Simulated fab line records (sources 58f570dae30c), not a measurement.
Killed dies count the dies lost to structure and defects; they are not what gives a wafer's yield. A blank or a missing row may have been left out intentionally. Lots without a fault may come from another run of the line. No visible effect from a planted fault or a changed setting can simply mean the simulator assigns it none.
Which of the tools did it? ; flow berkeleyCmos170 ; 14 lots with 42 wafers sampled at 6 steps, on a route of 331 steps

## WHAT THE GAUGES SHOWED, per wafer
UCB170_PLDD_TW_MEAS_11.
lot;measured;on;PLDD_TW
L785;day 7 04:40;filmMetro-04;1020 1016 1018
L781;day 7 04:44;filmMetro-01;1009 1011 1008
L783;day 7 05:01;filmMetro-04;1025 1024 1018
L787;day 8 03:25;filmMetro-03;1008 1011 1011
L786;day 8 03:47;filmMetro-01;1016 1018 1018
L789;day 8 15:06;filmMetro-03;1006 1005 999
L788;day 8 15:23;filmMetro-04;1014 1017 1014
L790;day 8 15:56;filmMetro-01;955 960 953
L794;day 9 17:26;filmMetro-03;1003 1007 1009
L795;day 9 17:50;filmMetro-01;958 956 963
L798;day 10 17:11;filmMetro-01;1011 1017 1013
L799;day 10 17:34;filmMetro-03;1003 1001 1005
L801;day 11 04:08;filmMetro-04;1019 1021 1026
L803;day 11 14:55;filmMetro-04;1018 1018 1017

UCB170_PSD_CD_MEAS_06: target cd 1200 nm.
lot;measured;on;cdNm (nm)
L785;day 7 12:59;cdSem-02;1201.8 1200.6 1201.7
L781;day 7 13:05;cdSem-01;1198.9 1199.4 1201.3
L783;day 7 15:35;cdSem-01;1199.2 1198.6 1199.6
L787;day 8 14:48;cdSem-01;1201.7 1200.1 1201.5
L786;day 8 14:54;cdSem-01;1202.6 1202.5 1201.9
L789;day 9 02:07;cdSem-02;1198.5 1197.7 1197.7
L788;day 9 02:12;cdSem-01;1199.5 1198.4 1197.4
L790;day 9 03:12;cdSem-01;1202.0 1201.2 1202.4
L794;day 10 02:23;cdSem-01;1198.5 1198.8 1198.9
L795;day 10 02:59;cdSem-01;1200.6 1202.2 1200.0
L798;day 11 03:08;cdSem-02;1199.0 1200.3 1200.9
L799;day 11 03:23;cdSem-01;1201.2 1200.1 1201.7
L801;day 11 15:14;cdSem-02;1197.5 1198.9 1197.8
L803;day 12 02:08;cdSem-01;1197.6 1197.3 1197.5

UCB170_PSD_OVL_MEAS_07.
lot;measured;on;PSD_OVL (nm)
L785;day 7 13:05;overlay-01;-1 -10 -1
L781;day 7 13:11;overlay-01;-8 -9 -4
L783;day 7 15:43;overlay-02;0 -4 2
L787;day 8 14:55;overlay-02;-6 1 -4
L786;day 8 15:01;overlay-02;-2 -5 -2
L789;day 9 02:14;overlay-02;-2 -4 -10
L788;day 9 02:19;overlay-01;-5 -4 -6
L790;day 9 03:18;overlay-01;-3 1 -5
L794;day 10 02:31;overlay-02;-4 -6 -4
L795;day 10 03:05;overlay-02;3 2 9
L798;day 11 03:13;overlay-01;-5 8 -4
L799;day 11 03:30;overlay-02;0 6 2
L801;day 11 15:19;overlay-02;1 13 7
L803;day 12 02:14;overlay-01;-5 -1 7

UCB170_NSD_OVL_MEAS_07.
lot;measured;on;NSD_OVL (nm)
L785;day 7 15:58;overlay-02;10 11 10
L781;day 7 16:15;overlay-01;7 1 1
L783;day 7 17:40;overlay-02;15 13 11
L787;day 8 20:02;overlay-02;10 11 14
L786;day 8 20:56;overlay-01;4 7 1
L789;day 9 04:28;overlay-01;16 12 11
L788;day 9 04:34;overlay-02;6 12 2
L790;day 9 04:51;overlay-02;7 6 -2
L794;day 10 05:20;overlay-02;-2 4 5
L795;day 10 05:35;overlay-02;10 15 15
L798;day 11 04:59;overlay-01;5 7 13
L799;day 11 05:41;overlay-01;1 2 7
L801;day 11 16:56;overlay-02;8 0 1
L803;day 12 06:49;overlay-01;10 -1 1

UCB170_SDANNEAL_RS_MEAS_04: uses a four-point probe to measure.
lot;measured;on;PLDD_RS (ohm/sq)
L785;day 7 18:26;filmMetro-03;1036.4 1034.3 1032.2
L781;day 7 19:07;filmMetro-01;1030.8 1030.6 1031.9
L783;day 7 19:52;filmMetro-03;1035.2 1027.8 1032.4
L787;day 8 23:11;filmMetro-03;1030.7 1032.1 1032.9
L786;day 9 00:05;filmMetro-01;1027.5 1028.0 1026.3
L789;day 9 06:04;filmMetro-04;1032.0 1031.6 1035.1
L788;day 9 06:21;filmMetro-01;1036.6 1034.4 1034.7
L790;day 9 06:32;filmMetro-03;1192.3 1190.7 1196.1
L794;day 10 06:59;filmMetro-04;1031.7 1030.5 1028.5
L795;day 10 07:44;filmMetro-03;1192.3 1188.2 1188.1
L798;day 11 06:50;filmMetro-04;1028.4 1026.0 1025.3
L799;day 11 07:28;filmMetro-04;1029.6 1033.2 1031.1
L801;day 11 18:43;filmMetro-04;1031.3 1032.9 1032.0
L803;day 12 08:32;filmMetro-04;1034.3 1032.5 1030.8

## TOOL THAT RAN EACH LOT (tool first, then ch and the chambers of the sampled wafers, then the start)
lot;UCB170_PLDD_IMPLANT_09
L785;implanter-04 ch 0, day 7 04:26
L781;implanter-01 ch 0, day 7 04:30
L783;implanter-04 ch 0, day 7 04:44
L787;implanter-01 ch 0, day 8 03:11
L786;implanter-04 ch 0, day 8 03:32
L789;implanter-01 ch 0, day 8 14:51
L788;implanter-04 ch 0, day 8 15:09
L790;implanter-01 ch 0, day 8 15:41
L794;implanter-03 ch 0, day 9 17:11
L795;implanter-01 ch 0, day 9 17:36
L798;implanter-03 ch 0, day 10 16:58
L799;implanter-04 ch 0, day 10 17:19
L801;implanter-04 ch 0, day 11 03:55
L803;implanter-04 ch 0, day 11 14:41
- UCB170_PLDD_IMPLANT_09

## WHAT THE TOOLS THEMSELVES READ (means of the sampled wafers that have a number; where no wafer has one, the mark that the record gives instead)
UCB170_PLDD_IMPLANT_09.
lot;tool;doseIonsCm2;faradayCurrentUA
L785;implanter-04;5e+13;158.9
L781;implanter-01;5e+13;159.1
L783;implanter-04;5e+13;159.1
L787;implanter-01;5e+13;158.2
L786;implanter-04;5e+13;160.8
L789;implanter-01;5e+13;158.6
L788;implanter-04;5e+13;157.1
L790;implanter-01;3e+13;105.1
L794;implanter-03;5e+13;161.1
L795;implanter-01;3e+13;105.3
L798;implanter-03;5e+13;158.8
L799;implanter-04;5e+13;158.8
L801;implanter-04;5e+13;159.4
L803;implanter-04;5e+13;160.6

## THE ANSWER, worked out from the rows above alone
Rule: the usual values come from the lots themselves. Put in order of their means at a reading, lots are off if they are a third of the lots or fewer, leave a main group of 4 or more, and stand apart from it by a gap of 3 or more times the standard deviation of the main group's means; of several such gaps the widest counts. The tables above print the reading to a certain number of digits; a main group whose means all agree to those digits is not used. Also off: a lot with no number at a reading for which 4 or more lots have one. Any other lot the step has rows for is counted as sound. Order of review: gauges by route order, followed by the tools' own readings, for which a lot's mean as printed above is used. At the first step where some lot is off, the reading lying furthest off is the one used; lots without a number count as furthest.
Off: L790, L795, at UCB170_PLDD_TW_MEAS_11 (PLDD_TW). Mean 1013 and standard deviation 6.4 in the main group.
A tool fits if, at a process step before that reading, it ran every lot that is off, and no sound lot after the first of them. The gauges at UCB170_PLDD_TW_MEAS_11 aren't tried: what is off there is off at UCB170_SDANNEAL_RS_MEAS_04 too, on other tools, and a gauge's error can't cause that. One candidate fits, namely implanter-01 at UCB170_PLDD_IMPLANT_09. Its last sound lot is L789 (day 8 14:51), its first lot that is off L790 (day 8 15:41): a fault that began between those two fits.
The tool's own readings at UCB170_PLDD_IMPLANT_09 bear it out: on the lots that are off they differ by more than 5 times the standard deviation of the sound lots' means. doseIonsCm2 reads 3e+13 there against 5e+13 on the sound lots; faradayCurrentUA reads 105.2 there against 159.2 on the sound lots.

## WHAT WAS PUT IN BY THE SIMULATOR
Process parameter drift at UCB170_PLDD_IMPLANT_09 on implanter-01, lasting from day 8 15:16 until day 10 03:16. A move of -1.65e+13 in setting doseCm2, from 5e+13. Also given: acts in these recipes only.
Shown lots that were struck: L790, L795. The rule above reached the same finding.
